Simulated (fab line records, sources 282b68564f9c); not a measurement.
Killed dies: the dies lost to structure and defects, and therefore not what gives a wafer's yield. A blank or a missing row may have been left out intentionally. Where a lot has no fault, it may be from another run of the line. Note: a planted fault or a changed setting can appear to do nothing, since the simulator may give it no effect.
Which of the tools did it? | flow ritCmos | Sampling: 14 lots, 42 wafers, 2 of 202 route steps

WHAT THE GAUGES SHOWED, per wafer
No reading from a measuring or inspecting step in the record can be judged against a usual standard deviation.

WHAT TOOL EACH LOT RAN ON (gives the tool, then ch and the chambers of the sampled wafers, and finally the start)
lot  | RIT_GATE_ETCH_19               | RIT_M1_PROBE_99
L813 | rieSi-02 ch 0,2,3, day 2 18:06 | -
L814 | rieSi-01 ch 0,2,3, day 2 21:40 | -
L815 | rieSi-02 ch 0,2, day 3 05:15   | -
L816 | rieSi-01 ch 0,1, day 3 05:48   | -
L817 | rieSi-02 ch 1,2, day 3 11:44   | -
L818 | rieSi-01 ch 1,3, day 3 15:19   | -
L819 | rieSi-02 ch 0,1, day 3 20:26   | -
L820 | rieSi-01 ch 0,1,3, day 4 01:16 | -
L821 | rieSi-02 ch 1,2, day 4 08:50   | -
L823 | rieSi-02 ch 0,1,3, day 4 18:34 | prober-02, day 5 15:31
L827 | rieSi-02 ch 1,2,3, day 5 16:13 | -
L829 | rieSi-02 ch 2,3, day 6 07:24   | -
L834 | rieSi-01 ch 0,2,3, day 7 02:41 | -
L836 | rieSi-01 ch 1,2, day 7 15:17   | -
- RIT_GATE_ETCH_19: etches poly-Si in SF6/CHF3/O2, stops on SiO2, time 165 s, target depth 312.5 nm.
- RIT_M1_PROBE_99

AS READ BY THE TOOLS THEMSELVES (means over the sampled wafers that have a number; for cases with no such wafer, the mark the record gives instead)
RIT_GATE_ETCH_19.
lot  | tool     | drypumpMotorCurrentA (A) | heBacksideLeakSccm (sccm) | oesProductAu (a.u.) | rfFwdPowerW (W) | throttleValvePct (%)
L813 | rieSi-02 | 6.1                      | 2.85                      | 0.840               | 159.1           | 10.35
L814 | rieSi-01 | 5.8                      | 2.78                      | 0.843               | 159.4           | 10.21
L815 | rieSi-02 | 6.1                      | 2.74                      | 0.826               | 159.1           | 10.21
L816 | rieSi-01 | 6.2                      | 2.76                      | 0.847               | 159.0           | 10.26
L817 | rieSi-02 | 5.9                      | 2.76                      | 0.842               | 158.9           | 10.26
L818 | rieSi-01 | 6.3                      | 2.59                      | 0.841               | 159.1           | 10.20
L819 | rieSi-02 | 5.9                      | 2.75                      | 0.846               | 158.6           | 10.38
L820 | rieSi-01 | 6.1                      | 2.75                      | 0.850               | 159.2           | 10.25
L821 | rieSi-02 | 6.1                      | 3.06                      | 0.847               | 159.7           | 10.17
L823 | rieSi-02 | 6.0                      | 2.54                      | 0.849               | 158.8           | 10.43
L827 | rieSi-02 | 6.0                      | 2.75                      | 0.859               | 159.2           | 10.28
L829 | rieSi-02 | 6.1                      | 2.71                      | 0.872               | 159.6           | 10.32
L834 | rieSi-01 | 5.7                      | 2.63                      | 0.848               | 159.5           | 10.22
L836 | rieSi-01 | 6.0                      | 2.71                      | 0.847               | 159.4           | 10.18

RIT_M1_PROBE_99.
lot  | tool      | killed_at_M0_to_M3 | killedAtContacts | killedAtFrontEnd | killedDies | killedOpen | killedShort
L823 | prober-02 | 0.0                | 0.0              | 5.7              | 5.7        | 2.3        | 3.3

THE ANSWER, worked out from the rows above alone
Rule: the lots themselves supply what counts as usual. The widest of any qualifying gaps counts: lots, ordered by their means at a reading, are off when they make up no more than a third of the lots, leave a main group of 4 or more, and stand apart from it by 3 or more times the standard deviation of that group's means. A main group is skipped when, at the precision printed for the reading in the tables above, its means are all equal. Also off: a lot with no number at a reading for which 4 or more lots have one. Any other lot the step has rows for is counted as sound. First the gauges in route order, then the tools' own readings, where a lot's mean is used as printed above. At the first step where some lot is off, the reading lying furthest off is the one used; lots without a number count as furthest.
None of the lots is off at any reading shown; this tells nothing.

WHAT THE SIMULATOR HAD INSERTED
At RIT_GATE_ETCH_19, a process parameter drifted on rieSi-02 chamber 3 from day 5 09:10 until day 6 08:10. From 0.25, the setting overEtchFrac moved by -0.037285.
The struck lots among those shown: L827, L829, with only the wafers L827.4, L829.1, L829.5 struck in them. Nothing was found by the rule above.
